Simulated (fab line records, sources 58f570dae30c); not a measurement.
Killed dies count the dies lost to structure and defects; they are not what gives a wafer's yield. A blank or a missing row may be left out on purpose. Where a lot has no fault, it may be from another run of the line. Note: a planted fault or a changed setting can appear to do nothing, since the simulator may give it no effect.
Problem report, 8D (eight disciplines) form, completed by code :: flow berkeley cmos170 :: the parts of the form that need people (team, actions taken, sign-off) are left out

## 1. WHAT IS WRONG
At UCB170_M2_CD_MEAS_90, cd nm averages 680 nm over 3 wafers from 2 lots, while fault-free wafers read 702 nm, standard deviation 3.8. Relative to the usual mean, that is a shift of -5.7 standard deviations.
The step: target cd 700 nm.
Seen first at day 9 08:29 on cd sem-02, wafer L334.3. The record has a number at this step for 42 wafers belonging to 14 lots. Rule for "out", or "out of limits": more than 4 standard deviations from the usual mean. All remaining wafers that have a number are taken as sound.

## 2. WHAT THIS IS AND IS NOT
question: which readings at this step
is: cd nm
is not: -

question: which lots
is: L334, L338
is not: L325, L326, L327, L328, L330, L331, L332, L340, L344, L345, L346, L347

question: which wafers of those lots
is: L334.3, L334.5, L338.6
is not: L334.6, L338.4, L338.5

question: read on which gauges
is: cd sem-01, cd sem-02
is not: -

question: when
is: from day 9 08:29
is not: up to then (22 sound wafers); but 17 sound wafers of L338, L340, L344, L345, L346, L347 came after

## 3. WHAT RULES OUT EACH SUSPECT
Counting: if a tool at a process step up to the reading ran every lot that is out, it stays a suspect. Sound lots after the first of them don't rule it out here, since some wafers of a struck lot are sound.
- ruled out: the gauge at UCB170_M2_CD_MEAS_90. Those wafers that are out were read across 2 gauges (cd sem-01, cd sem-02).
- rie metal-02 at UCB170_M2_METAL_ETCH_18 (etches Al in Cl2/BCl3, stops on SiO2, target depth 1170 nm, time 195 s): kept. It ran every lot that is out, first L334 (day 9 08:13); its last sound lot up to then is L332 (day 8 11:04). On those wafers its own readings are out: rf fwd power W.
- At UCB170_M2_METAL_ETCH_18 on rie metal-02, chamber 1 took the sound wafers of the same lots and chamber 0 took the wafers that are out.
After counting, what remains is rie metal-02 at UCB170_M2_METAL_ETCH_18.

## 4. THE CAUSE (what the simulator had put in)
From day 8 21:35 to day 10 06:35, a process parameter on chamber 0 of rie metal-02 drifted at UCB170_M2_METAL_ETCH_18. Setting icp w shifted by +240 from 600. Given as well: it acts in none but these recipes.
The count eliminated every tool but this one.

## 5. THE EFFECT CHAIN, in route order
Each row: a reading whose mean over the struck wafers that have a number lies more than 3 standard deviations from the usual. Scope: only readings with a usual standard deviation given in the record; hours: median across lots of the time from each lot's start at the first step in this table that gives one to its start at this step; sigmas: change in usual standard deviations.
hours: 0
step: UCB170_M2_METAL_ETCH_18
reading: rf fwd power W
usual: 598.0 W
on struck wafers: 839.8
change: +241.8
sigmas: +99 or more

hours: 0
step: UCB170_M2_STRIP_19
reading: oes product au
usual: 0.547 a.u.
on struck wafers: 0.314
change: -0.233
sigmas: -10

hours: 0
step: UCB170_M2_CD_MEAS_90
reading: cd nm
usual: 702 nm
on struck wafers: 680
change: -22
sigmas: -5.7
It contains these process steps:
- UCB170_M2_METAL_ETCH_18: etches Al in Cl2/BCl3, stops on SiO2, target depth 1170 nm, time 195 s.
- UCB170_M2_STRIP_19: strips in O2.
At these later measuring or inspecting steps, every struck wafer for which the step has a row has a number for every such reading, and none has moved that far: UCB170_V2_CD_MEAS_90.

## 6. HOW IT WOULD HAVE BEEN CAUGHT EARLIER
Counted from the fault's start at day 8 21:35, it took 11 hours until the first out-of-limits reading at a measuring or inspecting step in this record, taken at day 9 08:29.
The tool's own readings at UCB170_M2_METAL_ETCH_18 were out on every struck wafer that the step has a row for (rf fwd power W): an alarm limit on them would have fired on the first of those.
Lots out: 2; of these, L338 started UCB170_M2_METAL_ETCH_18 on rie metal-02 after day 9 08:29. It would have been spared by a hold on the tool at that moment.
